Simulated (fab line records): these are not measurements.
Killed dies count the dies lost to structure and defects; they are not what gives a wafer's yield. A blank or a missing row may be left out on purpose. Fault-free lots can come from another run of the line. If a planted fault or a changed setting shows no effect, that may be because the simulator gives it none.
Problem report, 8D (eight disciplines) form, completed by code    flow rit-cmos    the parts of the form that need people (team, actions taken, sign-off) are left out

1. PROBLEM STATEMENT
Wafers free of any fault read 47.8 ohm/sq (standard deviation 0.6) for SILICIDE_TI_RS at RIT_SILICIDE_RS_MEAS_02, against a mean of 45.0 ohm/sq on 2 wafers of 2 lots. Measured from the usual mean, that is -4.7 standard deviations.
The step: measures by four-point-probe.
First seen on wafer L837.3, day 5 22:22, on film-metro-01. The record has a number at this step for 42 wafers belonging to 14 lots. Rule for "out" (also "out of limits"): further than 4 standard deviations from the usual mean. Any other wafer with a number is counted as sound.

2. WHAT THIS IS AND IS NOT
question                     is                            is not
which readings at this step  SILICIDE_TI_RS                -
which lots                   L837, L838                    L824, L825, L826, L827, L828, L829, L839, L840, L842, L843, L845, L847
which wafers of those lots   L837.3, L838.3                L837.4, L837.5, L838.1, L838.5
read on which gauges         film-metro-01, film-metro-02  film-metro-03
when                         from day 5 22:22              up to then (20 sound wafers); but 20 sound wafers of L838, L839, L840, L842, L843, L845, L847 came after

3. SUSPECTS, AND WHAT RULES EACH OUT
Counting: a tool at a process step up to the reading stays a suspect if it ran every lot that is out. Sound lots after the first of them don't rule it out here, since some wafers of a struck lot are sound.
- the gauge at RIT_SILICIDE_RS_MEAS_02: ruled out. Those wafers that are out were read across 2 gauges (film-metro-01, film-metro-02).
- pvd-sputter-03 at RIT_SILICIDE_SPUTTER_01 (material Ti, target thk 30 nm, time 240 s): kept. Ran every lot that is out, first one L837 (day 5 22:10); last sound lot up to then L828 (day 3 22:58).
The count leaves pvd-sputter-03 at RIT_SILICIDE_SPUTTER_01.

4. THE CAUSE (what the simulator had put in)
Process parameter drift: pvd-sputter-03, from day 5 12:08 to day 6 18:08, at RIT_SILICIDE_SPUTTER_01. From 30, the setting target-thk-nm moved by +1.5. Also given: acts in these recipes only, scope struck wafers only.
Counting left only this tool.

5. THE CHAIN OF EFFECTS, in route order
Each row: a reading whose mean over the struck wafers that have a number lies more than 3 standard deviations from the usual. Readings are gone through only where the record gives a usual standard deviation; hours: the median, over the lots, of the time from a lot's start at the first step in this table giving one to that lot's start at this step; sigmas: the change measured in usual standard deviations.
hours  step                      reading          usual        on struck wafers  change  sigmas
0      RIT_SILICIDE_RS_MEAS_02   SILICIDE_TI_RS   47.8 ohm/sq  45.0              -2.8    -4.7
0      RIT_SILICIDE_THK_MEAS_03  SILICIDE_TI_THK  29.9 nm      31.5              +1.6    +5.0
Later steps that measure or inspect, where all struck wafers having a row at the step show a number for every such reading and not one has moved that far: RIT_CONTACT_OVL_MEAS_09.

6. HOW IT WOULD HAVE BEEN CAUGHT EARLIER
10 hours passed between the start of the fault at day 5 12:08 and the first reading out of limits at a measuring or inspecting step in this record, taken at day 5 22:22.
Of the tool readings at RIT_SILICIDE_SPUTTER_01 for which the record gives a usual standard deviation, none was out on any struck wafer, so an alarm limit of 4 standard deviations on them would not have fired.
L838, from the lots that are out (2), started RIT_SILICIDE_SPUTTER_01 on pvd-sputter-03 later than day 5 22:22. It would have been spared by a hold on the tool at that moment.
